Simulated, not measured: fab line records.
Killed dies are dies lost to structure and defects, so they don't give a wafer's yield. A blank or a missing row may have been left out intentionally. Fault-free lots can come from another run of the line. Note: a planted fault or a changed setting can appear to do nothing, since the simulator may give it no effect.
Commonality check across tools | flow berkeley-cmos170 | 14 lots and 42 wafers in the sample

WHY THIS WAS OPENED
At UCB170_ACTIVE_THK_MEAS_06 the reading ACTIVE_NITRIDE_THK is flagged on 2 of 14 lots. Wafers without a fault read 221.0 nm, standard deviation 2.4.
Rule: flag the lot when none of its wafers has a number, or when each of its wafers that has one lies beyond 4 standard deviations from that mean. The other lots count as sound.

lot  | measured    | on            | ACTIVE_NITRIDE_THK (nm), wafer by wafer | flag
L414 | day 4 01:03 | film-metro-01 | 220.5 221.9 221.5                       |
L415 | day 4 03:08 | film-metro-01 | 439.2 436.8 434.2                       | FLAGGED
L417 | day 4 12:12 | film-metro-04 | 220.2 220.5 223.1                       |
L416 | day 4 14:31 | film-metro-01 | 440.0 441.0 441.0                       | FLAGGED
L425 | day 6 11:43 | film-metro-01 | 222.9 221.9 220.5                       |
L427 | day 6 19:23 | film-metro-01 | 222.9 221.2 222.7                       |
L426 | day 6 19:23 | film-metro-04 | 216.5 217.8 216.9                       |
L428 | day 7 10:10 | film-metro-02 | 223.3 223.1 224.7                       |
L429 | day 7 10:11 | film-metro-01 | 221.2 222.2 221.0                       |
L430 | day 7 19:44 | film-metro-02 | 223.0 224.0 225.7                       |
L431 | day 7 19:44 | film-metro-01 | 224.7 223.1 225.2                       |
L432 | day 8 12:47 | film-metro-04 | 223.3 221.6 221.8                       |
L437 | day 9 03:32 | film-metro-02 | 223.7 224.5 223.0                       |
L436 | day 9 03:35 | film-metro-01 | 220.7 222.8 219.7                       |
Average over the flagged lots: 438.7 nm; offset from the usual +217.7 nm, equal to +91 standard deviations.

LOT BY LOT: THE TOOL USED
The record keeps 1 process step preceding the reading, out of 331 steps on the route. Read each cell as the tool, then ch plus the chambers that the sampled wafers visited, then the start.
lot  | flag    | UCB170_ACTIVE_CVD_05
L414 |         | lpcvd-01 ch 1, day 3 23:08
L415 | FLAGGED | lpcvd-01 ch 0, day 3 23:08
L417 |         | lpcvd-01 ch 1, day 4 10:17
L416 | FLAGGED | lpcvd-01 ch 0, day 4 10:17 and lpcvd-02 ch 0, day 4 12:34
L425 |         | lpcvd-02 ch 1, day 6 09:47
L427 |         | lpcvd-01 ch 0, day 6 17:28
L426 |         | lpcvd-01 ch 0, day 6 17:28
L428 |         | lpcvd-02 ch 0, day 7 08:14
L429 |         | lpcvd-02 ch 1, day 7 08:14
L430 |         | lpcvd-02 ch 0, day 7 17:49
L431 |         | lpcvd-02 ch 0, day 7 17:49
L432 |         | lpcvd-01 ch 1, day 8 10:52
L437 |         | lpcvd-02 ch 1, day 9 01:37
L436 |         | lpcvd-02 ch 1, day 9 01:37
What is done by these steps:
- UCB170_ACTIVE_CVD_05: deposits Si3N4 from SiH2Cl2/NH3, target thk 220 nm, time 3300 s.
- UCB170_ACTIVE_THK_MEAS_06

FLAGGED OVER TOTAL, TOOL BY TOOL (the gauges that took the reading come last)
step                      | tool          | lots run | flagged | share of the flagged lots | sound lots run after its first flagged lot
UCB170_ACTIVE_CVD_05      | lpcvd-01      | 7        | 2       | all                       | 4 (L417,L426,L427,L432)
UCB170_ACTIVE_CVD_05      | lpcvd-02      | 8        | 1       | some                      | 7 (L425,L428,L429,L430,L431,L436,L437)
UCB170_ACTIVE_THK_MEAS_06 | film-metro-01 | 8        | 2       | all                       | 5 (L425,L427,L429,L431,L436)
UCB170_ACTIVE_THK_MEAS_06 | film-metro-02 | 3        | 0       | none                      | -
UCB170_ACTIVE_THK_MEAS_06 | film-metro-04 | 3        | 0       | none                      | -

THE TABLE: WHAT IT ALLOWS
lpcvd-01 at UCB170_ACTIVE_CVD_05 and film-metro-01 at UCB170_ACTIVE_THK_MEAS_06 are the 2 rows of the table that ran each flagged lot.
- lpcvd-01 at UCB170_ACTIVE_CVD_05: 2 of its 7 lots flagged. Lots that were sound ran on it after the first flagged one (L417, L426, L427, L432); a persistent fault on the entire tool would not allow that.
- film-metro-01 at UCB170_ACTIVE_THK_MEAS_06: 2 of its 8 lots flagged. Lots that were sound ran on it after the first flagged one (L425, L427, L429, L431, L436); a persistent fault on the entire tool would not allow that.
There is no row in the table that ran each flagged lot and no sound lot after the first.

WHAT THE SIMULATOR HAD INSERTED
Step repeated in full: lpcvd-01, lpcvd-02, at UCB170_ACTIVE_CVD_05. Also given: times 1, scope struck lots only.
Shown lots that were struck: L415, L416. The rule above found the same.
